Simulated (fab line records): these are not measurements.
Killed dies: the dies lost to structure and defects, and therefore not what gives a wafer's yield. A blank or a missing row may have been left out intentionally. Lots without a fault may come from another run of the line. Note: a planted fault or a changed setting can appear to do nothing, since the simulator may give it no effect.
Problem report, 8D (eight disciplines) form, completed by code || flow berkeley cmos170 || the parts of the form that need people (team, actions taken, sign-off) are left out

## 1. PROBLEM STATEMENT
tilt deg at UCB170_NWELL_IMPLANT_14 reads a mean of 8.017 degrees on 6 wafers of 2 lots; wafers without a fault read 6.995 degrees with a standard deviation of 0.02. That puts it +51 standard deviations away from the usual mean.
Seen first at day 4 06:04 on implanter-02, wafer L240.2. The record holds 42 wafers of 14 lots with a number at this step. Rule for "out" (also "out of limits"): further than 4 standard deviations from the usual mean. The other wafers with a number count as sound.

## 2. WHAT IT IS, AND WHAT IT ISN'T
{"question": "which readings at this step", "is": "tilt deg", "is not": "end station pressure torr"}
{"question": "which lots", "is": "L240, L242", "is not": "L233, L234, L236, L241, L244, L245, L246, L248, L250, L251, L252, L254"}
{"question": "which wafers of those lots", "is": "all that have a number", "is not": "-"}
{"question": "read on which tools", "is": "implanter-02", "is not": "implanter-01, implanter-04"}
{"question": "when", "is": "from day 4 06:04", "is not": "up to then (9 sound wafers); but 27 sound wafers of L241, L244, L245, L246, L248, L250, L251, L252, L254 came after"}

## 3. SUSPECTS, AND WHAT RULES EACH OUT
Counting: a tool at any process step up to the reading remains a suspect when it ran all the lots that are out and ran no sound lot after the first of those.
- implanter-02 at UCB170_NWELL_IMPLANT_14: kept. It processed each lot that is out, first L240 at day 4 06:04, and no sound lot thereafter; up to then, the last sound lot it processed was L236 at day 3 14:13. Out on those wafers are its own readings of tilt deg.
Left after counting: implanter-02 at UCB170_NWELL_IMPLANT_14.

## 4. THE CAUSE (what the simulator had put in)
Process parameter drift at UCB170_NWELL_IMPLANT_14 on implanter-02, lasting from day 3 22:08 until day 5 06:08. From 7, the setting tilt deg moved by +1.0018. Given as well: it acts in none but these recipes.
Only this tool survived the counting.

## 5. SEQUENCE OF EFFECTS, ordered by route
Each row: a reading whose mean over the struck wafers that have a number lies more than 3 standard deviations from the usual. Only readings whose record carries a usual standard deviation are examined. hours: median over the lots of the time between each lot's start at the first step of this table that gives one and its start at this step. sigmas: the change, counted in usual standard deviations.
{"hours": 0, "step": "UCB170_NWELL_IMPLANT_14", "reading": "tilt deg", "usual": "6.995 degrees", "on struck wafers": 8.017, "change": "+1.022", "sigmas": "+51"}
It contains these process steps:
- UCB170_NWELL_IMPLANT_14
Later steps that measure or inspect, where all struck wafers having a row at the step show a number for every such reading and not one has moved that far: UCB170_NWELL_TW_MEAS_16, UCB170_PVT_OVL_MEAS_06, UCB170_GATE_OVL_MEAS_13.

## 6. WHAT WOULD HAVE CAUGHT IT SOONER
The fault began at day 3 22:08; the first out-of-limits reading in this record came at day 4 06:04, 8 hours later.
